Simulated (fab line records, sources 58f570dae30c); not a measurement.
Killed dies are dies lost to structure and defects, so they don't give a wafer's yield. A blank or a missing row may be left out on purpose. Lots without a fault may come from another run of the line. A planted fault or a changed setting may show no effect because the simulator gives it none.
Problem report in the 8D (eight disciplines) form, filled by code | flow berkeley_cmos170 | the parts of the form that need people (team, actions taken, sign-off) are left out

1. THE PROBLEM
NSD_TW at UCB170_NSD_TW_MEAS_10 reads a mean of 4538 on 6 wafers of 2 lots; wafers without a fault read 4183 with a standard deviation of 42. That is +8.5 standard deviations from the usual mean.
First seen on wafer L345.4, day 9 02:47, on film_metro-01. The record holds 42 wafers of 14 lots with a number at this step. Rule for "out", or "out of limits": more than 4 standard deviations from the usual mean. The other wafers with a number count as sound.

2. WHAT IT IS AND WHAT IT IS NOT
question                    | is                           | is not
which readings at this step | NSD_TW                       | -
which lots                  | L345, L347                   | L338, L339, L340, L341, L342, L343, L344, L346, L350, L354, L358, L361
which wafers of those lots  | all that have a number       | -
read on which gauges        | film_metro-01, film_metro-04 | film_metro-02
when                        | from day 9 02:47             | up to then (21 sound wafers); but 15 sound wafers of L346, L350, L354, L358, L361 came after

3. SUSPECTS, AND WHAT RULES EACH OUT
Counting: a tool at a process step up to the reading stays a suspect if it ran every lot that is out and no sound lot after the first of them.
- the gauge at UCB170_NSD_TW_MEAS_10: ruled out. The wafers that are out were read on 2 gauges (film_metro-01, film_metro-04).
- implanter-01 at UCB170_NSD_IMPLANT_08: kept. It ran every lot that is out, first L345 (day 9 02:34), and no sound lot after that; its last sound lot up to then is L344 (day 8 17:58). Its own readings are out on those wafers: beam_energy_keV.
Left after counting: implanter-01 at UCB170_NSD_IMPLANT_08.

4. THE CAUSE (what the simulator had put in)
Process parameter drift: implanter-01, from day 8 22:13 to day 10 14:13, at UCB170_NSD_IMPLANT_08. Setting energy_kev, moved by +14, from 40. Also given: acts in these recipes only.
Counting left only this tool.

5. THE CHAIN OF EFFECTS, in route order
Each row: a reading whose mean over the struck wafers that have a number lies more than 3 standard deviations from the usual. Only readings for which the record gives a usual standard deviation are gone through. hours: the time from each lot's start at the first step in this table that gives one to its start at this step, as a median over the lots. sigmas: the change in usual standard deviations.
hours | step                       | reading                  | usual        | on struck wafers | change  | sigmas
0     | UCB170_NSD_IMPLANT_08      | beam_energy_keV          | 40.001       | 54.002           | +14.001 | +99 or more
0     | UCB170_NSD_STRIP_09        | oes_product_au           | 0.534 a.u.   | 0.495            | -0.039  | -8.3
0     | UCB170_NSD_STRIP_09        | strip_time_to_endpoint_s | 35.80 s      | 40.83            | +5.03   | +73
0     | UCB170_NSD_TW_MEAS_10      | NSD_TW                   | 4183         | 4538             | +355    | +8.5
1     | UCB170_SDANNEAL_RS_MEAS_03 | NSD_RS                   | 37.28 ohm/sq | 34.14            | -3.14   | -29
The process steps in it:
- UCB170_NSD_IMPLANT_08
- UCB170_NSD_STRIP_09: strips in O2.

6. WHAT WOULD HAVE CAUGHT IT SOONER
In this record the first reading out of limits at a measuring or inspecting step was taken at day 9 02:47, 5 hours after the fault began at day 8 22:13.
The tool's own readings at UCB170_NSD_IMPLANT_08 were out on every struck wafer that the step has a row for (beam_energy_keV): an alarm limit on them would have fired on the first of those.
Of the lots that are out (2), L347 began UCB170_NSD_IMPLANT_08 on implanter-01 after day 9 02:47. A hold on the tool at that time would have spared it.
